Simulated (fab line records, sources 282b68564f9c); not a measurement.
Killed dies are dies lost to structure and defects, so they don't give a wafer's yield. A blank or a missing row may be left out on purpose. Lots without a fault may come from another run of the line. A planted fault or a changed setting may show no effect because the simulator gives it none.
A struck lot beside a sound one | flow rit_cmos | 16 steps out of a route of 202
Sound: wafers L622.2, L622.3, L622.5. Struck: wafers L630.1, L630.2, L630.4. The cause comes at the end.
At each step with rows: each side's tool, then ch and its chambers, then its first start. Under that, the readings that differ: sound wafers | struck wafers | difference of the means | sigmas: that difference in standard deviations of wafers without a fault.
alike: readings whose means differ by less than 2 such deviations, and words and numbers that are the same on both sides. not compared: withheld readings, readings that some wafer has no value for, bounds like >300 that may hide the same value, and numbers for which the record gives no deviation and whose values overlap.
The two part at a step that has a row with sigmas, a row that says differs or no value, or rows on one side only. Numbers that don't overlap but have no deviation are shown without sigmas and don't part them. A reading that every wafer of one side lacks parts them only if that side has two wafers or more.

first, 4 steps without rows for these wafers: RIT_PLDD_SOFTBAKE_02 (time 60 s); RIT_PLDD_EXPOSE_03 (exposes mask M8, target cd 40900 nm); RIT_PLDD_PEB_04; RIT_PLDD_DEVELOP_05 (develop time 50 s).
RIT_PLDD_OVL_MEAS_06:
  sound on overlay-02, day 3 01:34; struck on overlay-02, day 4 13:22
  alike: PLDD_OVL
then, 2 steps without rows for these wafers: RIT_PLDD_HARDBAKE_07 (time 60 s); RIT_PLDD_IMPLANT_08.
RIT_PLDD_STRIP_09: strips in O2, time 180 s.
  sound on plasma_asher-01 ch 0, day 3 01:54; struck on plasma_asher-04 ch 0,1, day 4 13:47
  alike: chamber_pressure_mTorr, drypump_motor_current_A
  not compared: rf_hours_counter_h
RIT_PLDD_TW_MEAS_10:
  sound on film_metro-03, day 3 02:05; struck on film_metro-01, day 4 13:58
  alike: PLDD_TW
then, 3 steps without rows for these wafers: RIT_SPACER_CLEAN_00 (cleans in SC1, time 600 s); RIT_SPACER_CLEAN_01 (cleans in dHF, time 30 s); RIT_SPACER_CLEAN_02 (cleans in SC2, time 600 s).
RIT_SPACER_CVD_03: deposits Si3N4 from SiH2Cl2/NH3, target thk 250 nm, time 3300 s.
  sound on lpcvd-01 ch 1, day 3 02:30; struck on lpcvd-01 ch 0, day 4 14:25
  reading                                  | sound             | struck            | difference | sigmas
  spike_tc_centre_C (C)                    | 811.0 811.5 810.9 | 839.6 842.4 841.2 | +29.9      | +25
  spike_tc_load_C (C)                      | 836.7 834.8 835.6 | 862.7 862.5 862.3 | +26.8      | +22
  spike_tc_source_C (C)                    | 832 832 830       | 863 863 864       | +32        | +9
  susceptor_temp_C (C)                     | 810.1 810.0 809.6 | 836.4 836.5 836.8 | +26.7      | +70
  model.Si3N4_of_SPACER_CVD_03.thk_nm (nm) | 248.1 247.2 248   | 400.3 397.7 396.8 | +150.5     |
RIT_SPACER_THK_MEAS_04:
  sound on film_metro-01, day 3 04:25; struck on film_metro-01, day 4 16:20
  reading                 | sound             | struck            | difference | sigmas
  SPACER_NITRIDE_THK (nm) | 248.0 247.4 247.9 | 400.2 397.5 396.5 | +150.3     | +54
RIT_SPACER_ETCHBACK_05: etches Si3N4 in SF6/CHF3, stops on SiO2, target depth 250 nm, time 240 s.
  sound on rie_diel-04 ch 2,3, day 3 04:28; struck on rie_diel-02 ch 1,2,3, day 4 16:23
  reading                                  | sound             | struck            | difference | sigmas
  oes_product_au (a.u.)                    | 0.832 0.843 0.841 | 0.998 1.010 1.032 | +0.175     | +12
  model.Si3N4_of_SPACER_CVD_03.thk_nm (nm) | 194.7 194.1 195.1 | 313.1 311.9 310.7 | +117.3     |
  model.etch.depth_nm (nm)                 | 248.1 247.2 248   | 314.9 311.8 313.8 | +65.7      |
  alike: chamber_pressure_mTorr, drypump_motor_current_A, throttle_valve_pct
  not compared: rf_hours_counter_h
RIT_M1_PROBE_99:
  sound on prober-02, day 3 15:30; struck on prober-02, day 5 04:48
  reading             | sound | struck      | difference | sigmas
  killed_at_front_end | 6 4 8 | 264 264 264 | +258       | +86
  killed_dies         | 6 4 8 | 264 264 264 | +258       | +86
  killed_on_rim       | 3 0 4 | 70 70 70    | +68        | +56
  alike: killed_at_contacts, killed_open, killed_short

WHERE THEY PART
First at RIT_SPACER_CVD_03; last, within this record, at RIT_M1_PROBE_99.

WHY: what the simulator had put in
Process parameter drift: lpcvd-01, from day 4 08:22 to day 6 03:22, at RIT_SPACER_CVD_03. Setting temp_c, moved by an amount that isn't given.
